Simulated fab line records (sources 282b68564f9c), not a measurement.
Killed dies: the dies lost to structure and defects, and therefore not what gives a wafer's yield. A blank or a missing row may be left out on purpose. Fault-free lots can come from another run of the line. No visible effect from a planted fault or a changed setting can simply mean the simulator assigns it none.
fab line records -- flow ritCmos
record: lots: 14, wafers: 42, lastDay: 7
route steps=202 shown NLDD@110 M1@202
lots that met no fault: from a run of the same line without faults
startH: start of the lot's first displayed wafer, in hours after the record's first day -- waitH: hours elapsed since this lot's preceding step -- " the same as in the row above -- L1.1+2: one row covering several wafers at once -- - either no value or no given start -- * or withheld: withheld -- < > ~ a bound
route shown NAME@n: names a module that has steps shown in the file, with the first one's number in the route -- usual: mean/standard deviation taken from wafers without a fault -- same: alike in all rows -- chamber/n: place in a boat -- sites: per-site readings -- _std_site: the standard deviation of these -- _edge_site: the outer-site mean with the inner-site mean subtracted -- radiusMm: how far each site lies from the wafer's centre -- mask NAME#n: copy n -- behind: the tool/chamber that last shaped the wafer -- hold: reason for holding the lot/hours on hold/outcome of the hold -- device: whichever transistor did not switch (one of n, p or np) -- end of line: the same wafers' tests at the end of the route -- step lacking rows: just its recipe -- killed: the dies lost at the first sort to structure and to defects; this is not the yield of the wafer -- map: per-die view of a wafer (x killed, . not killed, _ where there is no die)
set.NAME: the setting that was run; set.NAME@STEP: the one run at that earlier step -- model.NAME: the simulator's own value behind a step, which no gauge read
route steps across a sampled set of lots; one table per step, one row per wafer
== steps ==
step: RIT_NLDD_HARDBAKE_07
recipe: resist: NOVOLAK, tempC: 140, timeS: 60
usual: chillPlateTempC: 23.00/0.11, heaterPowerTotalW: 62.55/0.046, plateTempC: 140.03/0.14
lot.wafer,tool,chamber,startH,waitH,chillPlateTempC,heaterPowerTotalW,plateTempC
L335.3,lithoTrack-03,0,47.07,0.1,23.06,62.55,139.95
L335.4,lithoTrack-03,0,47.07,0.1,23.03,62.49,140.08
L335.5,lithoTrack-03,0,47.07,0.1,23.16,62.58,140.21
L336.2,lithoTrack-04,0,54.39,0.0,22.89,62.56,139.98
L336.4,lithoTrack-04,0,54.39,0.0,22.99,62.49,140.06
L336.6,lithoTrack-04,0,54.39,0.0,22.85,62.55,140.11
L337.3,lithoTrack-03,0,61.31,0.1,22.98,62.56,139.95
L337.4,lithoTrack-03,0,61.31,0.1,22.96,62.54,140.02
L337.6,lithoTrack-03,0,61.31,0.1,22.95,62.55,140.06
L338.1,lithoTrack-02,0,63.81,0.0,23.26,62.58,139.95
L338.2,lithoTrack-02,0,63.81,0.0,23.08,62.62,140.00
L338.6,lithoTrack-02,0,63.81,0.0,23.18,62.56,140.01
L339.3,lithoTrack-02,0,73.43,0.1,23.16,62.56,140.18
L339.4,lithoTrack-02,0,73.43,0.1,22.95,62.52,140.03
L339.6,lithoTrack-02,0,73.43,0.1,23.19,62.61,139.87
L340.1,lithoTrack-04,0,76.31,0.0,23.10,62.60,139.99
L340.2,lithoTrack-04,0,76.31,0.0,22.97,62.45,139.97
L340.3,lithoTrack-04,0,76.31,0.0,22.99,62.56,139.99
L341.2,lithoTrack-03,0,78.76,0.0,23.27,62.53,140.07
L341.4,lithoTrack-03,0,78.76,0.0,23.13,62.51,140.09
L341.6,lithoTrack-03,0,78.76,0.0,22.97,62.68,140.02
L344.1,lithoTrack-02,0,97.79,0.0,22.91,62.54,139.89
L344.5,lithoTrack-02,0,97.79,0.0,23.00,62.53,140.10
L344.6,lithoTrack-02,0,97.79,0.0,23.07,62.57,140.07
L348.1,lithoTrack-02,0,116.80,0.0,22.99,61.55,138.14
L348.3,lithoTrack-02,0,116.80,0.0,23.06,61.50,138.47
L348.6,lithoTrack-02,0,116.80,0.0,22.98,61.45,138.40
L350.1,lithoTrack-02,0,128.59,0.0,22.92,61.52,138.39
L350.2,lithoTrack-02,0,128.59,0.0,23.03,61.45,138.19
L350.4,lithoTrack-02,0,128.59,0.0,22.91,61.46,138.24
L351.4,lithoTrack-04,0,133.32,0.1,23.03,62.53,140.06
L351.5,lithoTrack-04,0,133.32,0.1,22.82,62.51,140.06
L351.6,lithoTrack-04,0,133.32,0.1,23.03,62.52,139.95
L353.1,lithoTrack-03,0,145.64,0.0,23.03,62.55,140.10
L353.2,lithoTrack-03,0,145.64,0.0,23.01,62.62,140.07
L353.4,lithoTrack-03,0,145.64,0.0,22.95,62.33,139.92
L356.3,lithoTrack-03,0,157.55,0.1,22.96,62.51,140.14
L356.5,lithoTrack-03,0,157.55,0.1,22.90,62.57,140.02
L356.6,lithoTrack-03,0,157.55,0.1,23.10,62.56,140.17
L357.3,lithoTrack-03,0,161.46,0.1,22.86,62.58,139.94
L357.4,lithoTrack-03,0,161.46,0.1,22.92,62.52,139.83
L357.5,lithoTrack-03,0,161.46,0.1,22.86,62.54,139.87
step: RIT_M1_PROBE_99
usual: killedAtContacts: 0.0/0.16, killedAtFrontEnd: 6.9/2.9, killedDies: 7.0/2.9, killedOpen: 3.4/2.1, killedShort: 3.5/1.8
same: grossDies: 264, killed_at_M0_to_M3: 0, killed_at_M4_up: 0, killedAtBackSide: 0, killedAtOther: 0
lot.wafer,tool,chamber,startH,waitH,killedAtContacts,killedAtFrontEnd,killedDies,killedOpen,killedShort
L336.2,prober-01,-,70.17,0.1,0,5,5,4,1
L336.4,prober-01,-,70.27,0.2,0,8,8,3,5
L336.6,prober-01,-,70.37,0.2,0,9,9,3,6
L348.1,prober-01,-,132.49,0.1,0,8,8,4,4
L348.3,prober-01,-,132.59,0.2,0,7,7,4,3
L348.6,prober-01,-,132.74,0.2,0,5,5,3,2
killed by level:class
L336.2 GATE:geometricParticle:open=2 FOX2:geometricParticle:short=1 FOX2:geometricParticle:open=1 SILICIDE:geometricParticle:open=1
L336.4 GATE:geometricParticle:short=4 FOX1:geometricParticle:open=1 GATE:geometricParticle:open=1 SPACER:geometricParticle:open=1 SPACER:geometricParticle:short=1
L336.6 GATE:geometricParticle:short=5 FOX1:geometricParticle:open=1 FOX2:geometricParticle:short=1 GATE:geometricParticle:open=1 SILICIDE:geometricParticle:open=1
L348.1 GATE:geometricParticle:short=2 FOX1:geometricParticle:open=1 FOX2:geometricParticle:open=1 FOX2:geometricParticle:short=1 GATE:geometricParticle:open=1 SILICIDE:geometricParticle:short=1 SILICIDE:geometricParticle:open=1
L348.3 GATE:geometricParticle:open=2 GATE:geometricParticle:short=2 FOX1:geometricParticle:short=1 SPACER:geometricParticle:open=1 SILICIDE:geometricParticle:open=1
L348.6 GATE:geometricParticle:short=2 REOX:geometricParticle:open=2 GATE:geometricParticle:open=1
== key ==
firstSign: step: RIT_NLDD_HARDBAKE_07, reading: heaterPowerTotalW, direction: down, sigmas: 23, usual: 62.55, struck: 61.49
effect: step: RIT_NLDD_HARDBAKE_07, reading: plateTempC, direction: down, sigmas: 12, usual: *, struck: *
metAt RIT_NLDD_HARDBAKE_07
struckLots L348,L350
testerLeftOut L348,L350
onsetBetween 97.79 116.80
fault: kind: processParameterDrift, tool: lithoTrack-02, chamber: -, onsetH: 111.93, steps: RIT_NLDD_HARDBAKE_07, channel: tempC, offset: *, shape: step, endH: 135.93, actsIn: *, stated: *
testerLeftOut: of these lots the tester's yield and bins aren't shown, on N5 and GAA mostly nor the transistor test; their killed dies are dies lost to structure and defects alone, not to doping, threshold or leakage, so they don't give the yield
